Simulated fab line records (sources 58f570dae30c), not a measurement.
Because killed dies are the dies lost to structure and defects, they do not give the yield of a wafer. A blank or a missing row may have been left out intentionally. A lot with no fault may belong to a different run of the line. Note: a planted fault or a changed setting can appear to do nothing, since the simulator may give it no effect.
Matching of chambers || flow berkeley_cmos170 || pecvd-02 running UCB170_V1_CVD_00: 3 sister chambers
The step deposits SiO2 from TEOS/O2, target thk 2000 nm, time 250 s. 6 wafers are shown with their chamber, then 9 later ones without.

== WAFERS, EACH WITH ITS CHAMBER ==
{"wafer": "L441.6", "chamber": 0, "heater_power_w (W)": 175}
{"wafer": "L442.6", "chamber": 0, "heater_power_w (W)": 256}
{"wafer": "L448.6", "chamber": 2, "heater_power_w (W)": 287}
{"wafer": "L447.1", "chamber": 2, "heater_power_w (W)": 273}
{"wafer": "L447.3", "chamber": 1, "heater_power_w (W)": 125}
{"wafer": "L447.6", "chamber": 1, "heater_power_w (W)": 186}

== WAFERS WITH NO CHAMBER GIVEN ==
{"wafer": "L455.1", "heater_power_w (W)": 282}
{"wafer": "L455.2", "heater_power_w (W)": 166}
{"wafer": "L455.3", "heater_power_w (W)": 234}
{"wafer": "L454.3", "heater_power_w (W)": 137}
{"wafer": "L454.4", "heater_power_w (W)": 256}
{"wafer": "L454.6", "heater_power_w (W)": 189}
{"wafer": "L456.3", "heater_power_w (W)": 179}
{"wafer": "L456.4", "heater_power_w (W)": 173}
{"wafer": "L456.6", "heater_power_w (W)": 127}

== WHICH CHAMBER EACH WENT THROUGH ==
{"wafer": "L455.1", "from the rows above": "can't be placed: 2 or 0", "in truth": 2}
{"wafer": "L455.2", "from the rows above": "can't be placed: 1 or 0", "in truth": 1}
{"wafer": "L455.3", "from the rows above": "can't be placed: 0 or 2 or 1", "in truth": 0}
{"wafer": "L454.3", "from the rows above": "can't be placed: 1 or 0", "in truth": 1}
{"wafer": "L454.4", "from the rows above": "can't be placed: 2 or 0 or 1", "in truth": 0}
{"wafer": "L454.6", "from the rows above": "can't be placed: 0 or 1 or 2", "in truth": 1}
{"wafer": "L456.3", "from the rows above": "can't be placed: 1 or 0 or 2", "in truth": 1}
{"wafer": "L456.4", "from the rows above": "can't be placed: 1 or 0", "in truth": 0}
{"wafer": "L456.6", "from the rows above": "can't be placed: 1 or 0", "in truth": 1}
Correct placement for 0 of the 9. Not placeable from these rows: 9 (in 9, the candidates include the true chamber). Placed wrongly: 0.
How it was worked out, from the rows above alone: a wafer's distance from a chamber is the root of the sum, over the readings, of the square of ((its reading less the chamber's mean) divided by the reading's scatter). The wafer belongs to the nearest chamber; if the next one is less than 2 further off, it can't be placed. A chamber's mean is the mean of its shown wafers. How the scatter is found: for the shown wafers, subtract from each reading the mean of its chamber, square and add these, divide the total by (wafers less chambers), then take the root.
